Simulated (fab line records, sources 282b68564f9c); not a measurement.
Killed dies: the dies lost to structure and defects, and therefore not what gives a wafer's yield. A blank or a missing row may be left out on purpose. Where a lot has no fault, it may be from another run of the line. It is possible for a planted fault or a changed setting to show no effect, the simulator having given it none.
2 desks looking at one fault || flow rit cmos || each desk has only its own numbers; what lay behind them comes last

FOR THE TOOL OWNER'S DESK: rie diel-01
The tool's own readings at RIT_CONTACT_ETCH_11 (etches SiO2 in CHF3/CF4/Ar, stops on TiSi2, target depth 480 nm, time 320 s): means of the sampled wafers that have a number, for each lot that ran on this tool. If a lot's mean is further than 4 standard deviations from the usual mean, the lot is out of limits and carries the mark OUT (the distance appears in the brackets).
Columns: A = drypump motor current A at RIT_CONTACT_ETCH_11, usual 5.9 A; B = oes product au at RIT_CONTACT_ETCH_11, usual 0.997 a.u.; C = throttle valve pct at RIT_CONTACT_ETCH_11, usual 8.85 %
{"lot": "L989", "first seen here": "day 4 23:51", "A": 5.8, "B": 1.003, "C": 8.75}
{"lot": "L997", "first seen here": "day 6 07:42", "A": 5.9, "B": 0.998, "C": 8.88}
{"lot": "L999", "first seen here": "day 6 21:04", "A": 6.3, "B": 1.009, "C": 8.93}
This desk's finding: nothing out of limits on any of the 3 lots.

THE METROLOGY DESK
What the gauges read for every lot (on any tool): the sampled wafers with a number, averaged. If a lot's mean is further than 4 standard deviations from the usual mean, the lot is out of limits and carries the mark OUT (the distance appears in the brackets).
Columns: A = CONTACT_TEOS_THK at RIT_CONTACT_THK_MEAS_01, usual 399 nm; B = cd nm at RIT_CONTACT_CD_MEAS_08, usual 1000.6 nm; C = CONTACT_OVL at RIT_CONTACT_OVL_MEAS_09, usual 0.1 nm
{"lot": "L987", "first seen here": "day 4 12:14", "A": 397, "B": 998.9, "C": 0.0}
{"lot": "L989", "first seen here": "day 4 22:24", "A": 396, "B": 998.5, "C": -0.9}
{"lot": "L997", "first seen here": "day 6 06:22", "A": 395, "B": 1005.0, "C": 0.0}
{"lot": "L999", "first seen here": "day 6 19:39", "A": 393, "B": 1004.3, "C": -1.7}
{"lot": "L100", "first seen here": "day 6 23:29", "A": 399, "B": 1000.4, "C": -1.5}
{"lot": "L104", "first seen here": "day 7 21:05", "A": 400, "B": 1000.3, "C": 0.2}
This desk's finding: nothing out of limits on any of the 6 lots.

BROUGHT TOGETHER
Nothing out of limits was seen by the tool owner's desk.
Metrology desk: nothing out of limits seen.

WHAT HAD BEEN PUT IN BY THE SIMULATOR
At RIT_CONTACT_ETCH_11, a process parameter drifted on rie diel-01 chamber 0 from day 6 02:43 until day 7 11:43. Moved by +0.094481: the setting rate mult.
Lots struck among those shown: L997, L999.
